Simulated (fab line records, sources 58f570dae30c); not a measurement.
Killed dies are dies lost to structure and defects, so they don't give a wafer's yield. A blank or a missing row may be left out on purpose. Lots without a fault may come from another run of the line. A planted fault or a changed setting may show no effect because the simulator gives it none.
Which tool did it? | flow berkeley_cmos170 | 7 lots, 21 wafers sampled, at 4 steps of a route of 331

WHAT THE GAUGES READ, wafer by wafer
UCB170_M2_CD_MEAS_90: target cd 700 nm.
lot  | measured     | on        | cd_nm (nm)
L289 | day 8 03:16  | cd_sem-02 | 700 700 701
L291 | day 8 15:05  | cd_sem-02 | 693 704 701
L293 | day 9 03:46  | cd_sem-01 | 706 705 710
L297 | day 9 20:19  | cd_sem-01 | 703 692 703
L300 | day 10 11:46 | cd_sem-02 | 702 703 702
L306 | day 11 08:57 | cd_sem-01 | 709 705 701
L310 | day 12 05:58 | cd_sem-01 | 695 690 698

WHICH TOOL RAN EACH LOT (tool, then ch and the chambers of the sampled wafers, then the start)
lot  | UCB170_SILICIDE_RTA_04           | UCB170_M2_METAL_ETCH_18           | UCB170_M2_STRIP_19
L289 | rtp_anneal-02 ch 0, day 7 10:57  | rie_metal-03 ch 0,1, day 8 02:58  | plasma_asher-02 ch 0,1, day 8 03:09
L291 | rtp_anneal-01 ch 0, day 7 21:59  | rie_metal-02 ch 0,1, day 8 14:49  | plasma_asher-01 ch 1, day 8 14:59
L293 | rtp_anneal-01 ch 0, day 8 06:53  | rie_metal-03 ch 0,1, day 9 03:30  | plasma_asher-02 ch 0,1, day 9 03:40
L297 | rtp_anneal-01 ch 0, day 9 04:56  | rie_metal-02 ch 0,1, day 9 20:02  | plasma_asher-02 ch 0,1, day 9 20:13
L300 | rtp_anneal-02 ch 0, day 9 13:37  | rie_metal-03 ch 1, day 10 11:16   | plasma_asher-04 ch 1, day 10 11:40
L306 | rtp_anneal-02 ch 0, day 10 13:37 | rie_metal-01 ch 0,1, day 11 08:41 | plasma_asher-04 ch 0,1, day 11 08:51
L310 | rtp_anneal-01 ch 0, day 11 11:04 | rie_metal-02 ch 0,1, day 12 05:40 | plasma_asher-02 ch 0,1, day 12 05:51
- UCB170_SILICIDE_RTA_04: time 15 s.
- UCB170_M2_METAL_ETCH_18: etches Al in Cl2/BCl3, stops on SiO2, target depth 1170 nm, time 195 s.
- UCB170_M2_STRIP_19: strips in O2.

THE ANSWER, worked out from the rows above alone
Rule: what is usual is taken from the lots themselves. Put in order of their means at a reading, lots are off if they are a third of the lots or fewer, leave a main group of 4 or more, and stand apart from it by a gap of 3 or more times the standard deviation of the main group's means; of several such gaps the widest counts. A main group whose means are all the same, to the digits that the tables above print for the reading, isn't used. A lot without any number at a reading at which 4 lots or more have one is off too. The other lots that the step has rows for count as sound.
No lot is off at any reading shown: from this, nothing can be told.

WHAT THE SIMULATOR HAD PUT IN
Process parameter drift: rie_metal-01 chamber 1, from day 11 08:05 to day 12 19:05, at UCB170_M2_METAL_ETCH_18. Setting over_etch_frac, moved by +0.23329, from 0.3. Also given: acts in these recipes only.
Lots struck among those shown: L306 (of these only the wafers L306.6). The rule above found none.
